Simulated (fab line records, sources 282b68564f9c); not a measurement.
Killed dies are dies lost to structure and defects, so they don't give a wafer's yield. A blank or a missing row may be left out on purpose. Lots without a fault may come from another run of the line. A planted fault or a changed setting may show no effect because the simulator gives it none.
Which tool did it? | flow rit_cmos | 7 lots, 21 wafers sampled, at 1 step of a route of 202

WHAT THE GAUGES READ, wafer by wafer
RIT_NRETRO_TW_MEAS_10.
lot  | measured    | on            | NRETRO_TW
L758 | day 2 12:56 | film_metro-01 | 1049 1047 1041
L760 | day 2 23:10 | film_metro-01 | 1040 1047 1049
L762 | day 3 07:21 | film_metro-02 | 1050 1048 1049
L771 | day 5 04:29 | film_metro-02 | 1052 1054 1056
L774 | day 5 18:40 | film_metro-03 | 1049 1048 1047
L776 | day 6 06:13 | film_metro-03 | 1060 1059 1057
L779 | day 6 20:34 | film_metro-01 | 1045 1043 1045

WHICH TOOL RAN EACH LOT (tool, then ch and the chambers of the sampled wafers, then the start)
The record holds no process step before these readings.

THE ANSWER, worked out from the rows above alone
Rule: what is usual is taken from the lots themselves. Put in order of their means at a reading, lots are off if they are a third of the lots or fewer, leave a main group of 4 or more, and stand apart from it by a gap of 3 or more times the standard deviation of the main group's means; of several such gaps the widest counts. A main group whose means are all the same, to the digits that the tables above print for the reading, isn't used. A lot without any number at a reading at which 4 lots or more have one is off too. The other lots that the step has rows for count as sound.
No lot is off at any reading shown: from this, nothing can be told.

WHAT THE SIMULATOR HAD PUT IN
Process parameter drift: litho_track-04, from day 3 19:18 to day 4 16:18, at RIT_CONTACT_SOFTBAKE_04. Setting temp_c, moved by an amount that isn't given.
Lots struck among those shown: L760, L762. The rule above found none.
